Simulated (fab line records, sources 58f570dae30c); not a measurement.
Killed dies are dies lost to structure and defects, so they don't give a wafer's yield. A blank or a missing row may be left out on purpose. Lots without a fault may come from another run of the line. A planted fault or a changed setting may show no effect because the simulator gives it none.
A struck lot beside a sound one | flow berkeley_cmos170 | 16 steps out of a route of 331
Sound: wafers L188.3, L188.4, L188.5. Struck: wafers L202.1, L202.3. The cause comes at the end.
At each step with rows: each side's tool, then ch and its chambers, then its first start. Under that, the readings that differ: sound wafers | struck wafers | difference of the means | sigmas: that difference in standard deviations of wafers without a fault.
alike: readings whose means differ by less than 2 such deviations, and words and numbers that are the same on both sides. not compared: withheld readings, readings that some wafer has no value for, bounds like >300 that may hide the same value, and numbers for which the record gives no deviation and whose values overlap.
The two part at a step that has a row with sigmas, a row that says differs or no value, or rows on one side only. Numbers that don't overlap but have no deviation are shown without sigmas and don't part them. A reading that every wafer of one side lacks parts them only if that side has two wafers or more.

UCB170_M1_SPUTTER_00: material Al, target thk 600 nm, time 80 s.
  sound on pvd_sputter-01, day 8 09:18; struck on pvd_sputter-04, day 10 19:53
  alike: throttle_valve_pct
UCB170_M1_RS_MEAS_01: measures by four-point-probe.
  sound on film_metro-04, day 8 09:25; struck on film_metro-03, day 10 19:57
  alike: M1_AL_RS
UCB170_M1_THK_MEAS_02: measures by xrf.
  sound on film_metro-04, day 8 09:31; struck on film_metro-03, day 10 20:04
  alike: M1_AL_THK
then, 6 steps without rows for these wafers: UCB170_M1_COAT_03; UCB170_M1_COAT_04 (resist thk 900 nm); UCB170_M1_SOFTBAKE_05 (time 60 s); UCB170_M1_EXPOSE_06 (exposes mask METAL1, target cd 700 nm); UCB170_M1_PEB_07; UCB170_M1_DEVELOP_08 (develop time 45 s).
UCB170_M1_CD_MEAS_09: target cd 700 nm.
  sound on cd_sem-01, day 8 10:55; struck on cd_sem-02, day 10 21:30
  alike: cd_nm
UCB170_M1_OVL_MEAS_10:
  sound on overlay-01, day 8 11:00; struck on overlay-02, day 10 21:37
  alike: M1_OVL
UCB170_M1_ETCH_11: etches BARC in N2/H2.
  sound on rie_diel-02 ch 0,1, day 8 11:01; struck on rie_diel-03 ch 1,2, day 10 21:40
  alike: drypump_motor_current_A, oes_product_au, throttle_valve_pct
UCB170_M1_METAL_ETCH_12: etches Al in Cl2/BCl3, stops on PSG, target depth 780 nm, time 130 s.
  sound on rie_metal-01 ch 0,1, day 8 11:07; struck on rie_metal-01 ch 0, day 10 21:42
  reading                             | sound             | struck      | difference | sigmas
  model.KrF_of_M1_COAT_04.thk_nm (nm) | 432.9 423.2 434.3 | 527.4 526.8 | +97.0      |
  model.M1.cd_nm (nm)                 | 702.9 701.4 703.6 | 708 707.7   | +5         |
  alike: drypump_motor_current_A, oes_product_au, throttle_valve_pct
  not compared: rf_hours_counter_h
UCB170_M1_STRIP_13: strips in O2.
  sound on plasma_asher-04 ch 0,1, day 8 11:14; struck on plasma_asher-01 ch 0,1, day 10 21:50
  reading             | sound             | struck      | difference | sigmas
  o2_flow_sccm (sccm) | 397.3 396.7 398.8 | 402.2 402.4 | +4.7       | +4
  alike: drypump_motor_current_A, oes_product_au
  not compared: rf_hours_counter_h
UCB170_M1_CD_MEAS_90: target cd 700 nm.
  sound on cd_sem-02, day 8 11:20; struck on cd_sem-02, day 10 21:56
  reading    | sound             | struck      | difference | sigmas
  cd_nm (nm) | 702.4 701.6 703.3 | 707.6 707.7 | +5.2       | +3
then, 1 step without rows for these wafers: UCB170_M1_ANNEAL_14 (time 1200 s).

WHERE THEY PART
First at UCB170_M1_STRIP_13; last, within this record, at UCB170_M1_CD_MEAS_90.

WHY: what the simulator had put in
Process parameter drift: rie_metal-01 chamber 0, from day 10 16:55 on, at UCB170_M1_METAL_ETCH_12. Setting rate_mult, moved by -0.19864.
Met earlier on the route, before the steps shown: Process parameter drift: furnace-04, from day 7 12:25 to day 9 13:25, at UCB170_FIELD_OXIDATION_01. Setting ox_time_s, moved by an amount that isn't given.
